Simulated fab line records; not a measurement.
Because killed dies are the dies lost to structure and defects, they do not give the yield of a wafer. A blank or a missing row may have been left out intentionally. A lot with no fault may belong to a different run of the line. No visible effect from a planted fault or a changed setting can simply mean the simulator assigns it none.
The tool behind it: which one? | flow rit_cmos | 13 lots with 39 wafers sampled at 3 steps, on a route of 202 steps

## WHAT THE GAUGES READ, wafer by wafer
RIT_PWELL_OVL_MEAS_06. Usual: for PWELL_OVL the level is 0.0 nm and the standard deviation is 1.3.
lot  | measured    | on         | PWELL_OVL (nm) | flag
L530 | day 1 22:28 | overlay-02 | 0.7 0.7 -0.2   |
L532 | day 2 09:23 | overlay-02 | 1.6 1.0 1.1    |
L533 | day 2 12:50 | overlay-02 | 0.6 1.2 -0.2   |
L534 | day 2 19:07 | overlay-01 | -0.1 -2.8 -1.3 |
L535 | day 2 23:32 | overlay-01 | -0.7 2.3 1.4   |
L536 | day 3 05:19 | overlay-01 | -1.5 2.3 0.5   |
L537 | day 3 09:03 | overlay-01 | 0.0 1.7 -0.4   |
L539 | day 3 21:14 | overlay-02 | -1.0 -1.6 -0.9 |
L542 | day 4 09:44 | overlay-02 | - - -          | OFF
L543 | day 4 15:45 | overlay-01 | -0.8 -0.5 -1.6 |
L546 | day 5 05:57 | overlay-02 | -0.8 -1.7 -1.3 |
L551 | day 6 06:58 | overlay-01 | -1.1 -1.6 -0.7 |
L552 | day 6 15:53 | overlay-02 | 0.3 -0.7 0.1   |

RIT_PWELL_TW_MEAS_10. Usual: for PWELL_TW the level is 954 and the standard deviation is 5.4.
lot  | measured    | on            | PWELL_TW          | flag
L530 | day 1 23:05 | film_metro-04 | 955 954 954       |
L532 | day 2 10:12 | film_metro-04 | 943 948 949       |
L533 | day 2 13:28 | film_metro-03 | 952 959 957       |
L534 | day 2 19:44 | film_metro-03 | 957 952 955       |
L535 | day 3 00:09 | film_metro-02 | 957 953 957       |
L536 | day 3 05:56 | film_metro-02 | 959 957 955       |
L537 | day 3 09:40 | film_metro-03 | 962 963 964       |
L539 | day 3 21:51 | film_metro-02 | 960 957 955       |
L542 | day 4 10:35 | film_metro-03 | 30 30 30 30 30 30 | OFF
L543 | day 4 16:22 | film_metro-04 | 950 957 952       |
L546 | day 5 06:34 | film_metro-02 | 959 954 958       |
L551 | day 6 07:35 | film_metro-04 | 945 947 950       |
L552 | day 6 16:30 | film_metro-04 | 952 952 951       |

## TOOL THAT RAN EACH LOT (tool first, then ch and the chambers of the sampled wafers, then the start)
lot  | RIT_PWELL_EXPOSE_03
L530 | iline_stepper-02 ch 0, day 1 22:02
L532 | iline_stepper-01 ch 0, day 2 08:58
L533 | iline_stepper-01 ch 0, day 2 12:27
L534 | iline_stepper-01 ch 0, day 2 18:40
L535 | iline_stepper-01 ch 0, day 2 23:07
L536 | iline_stepper-02 ch 0, day 3 04:55
L537 | iline_stepper-02 ch 0, day 3 08:39
L539 | iline_stepper-02 ch 0, day 3 20:50
L542 | iline_stepper-02 ch 0, day 4 09:19
L543 | iline_stepper-02 ch 0, day 4 15:20
L546 | iline_stepper-02 ch 0, day 5 05:26
L551 | iline_stepper-01 ch 0, day 6 06:32
L552 | iline_stepper-02 ch 0, day 6 15:28
- RIT_PWELL_EXPOSE_03: exposes mask M3, target cd 43700 nm.

## WHAT THE TOOLS THEMSELVES READ (means of the sampled wafers that have a number; where no wafer has one, the mark that the record gives instead)
The record holds no such reading with a usual standard deviation.

## THE ANSWER, worked out from the rows above alone
Rule: take the mean of a lot's wafers that have a number; if it is more than 3 standard deviations from the usual mean, the lot is off. A lot without any number at a reading at which 4 lots or more have one is off too. Where the step has rows for the other lots, those lots are counted as sound. The gauges are gone through in route order, then the tools' own readings, and for those a lot's mean is taken as printed above. The first step at which some lot is off is used, and at that step the reading that is off furthest; a lot without a number counts as furthest.
Off: at RIT_PWELL_OVL_MEAS_06 (PWELL_OVL), L542. Without a number there: L542.
If a tool, at a process step before that reading, ran all the lots that are off and no sound lot after the first of them, it fits. Not tried: the gauges at RIT_PWELL_OVL_MEAS_06; whatever is off there is also off at RIT_PWELL_TW_MEAS_10, on other tools, and gauge error can't account for it. Of those tried, none fits.

## WHAT THE SIMULATOR HAD PUT IN
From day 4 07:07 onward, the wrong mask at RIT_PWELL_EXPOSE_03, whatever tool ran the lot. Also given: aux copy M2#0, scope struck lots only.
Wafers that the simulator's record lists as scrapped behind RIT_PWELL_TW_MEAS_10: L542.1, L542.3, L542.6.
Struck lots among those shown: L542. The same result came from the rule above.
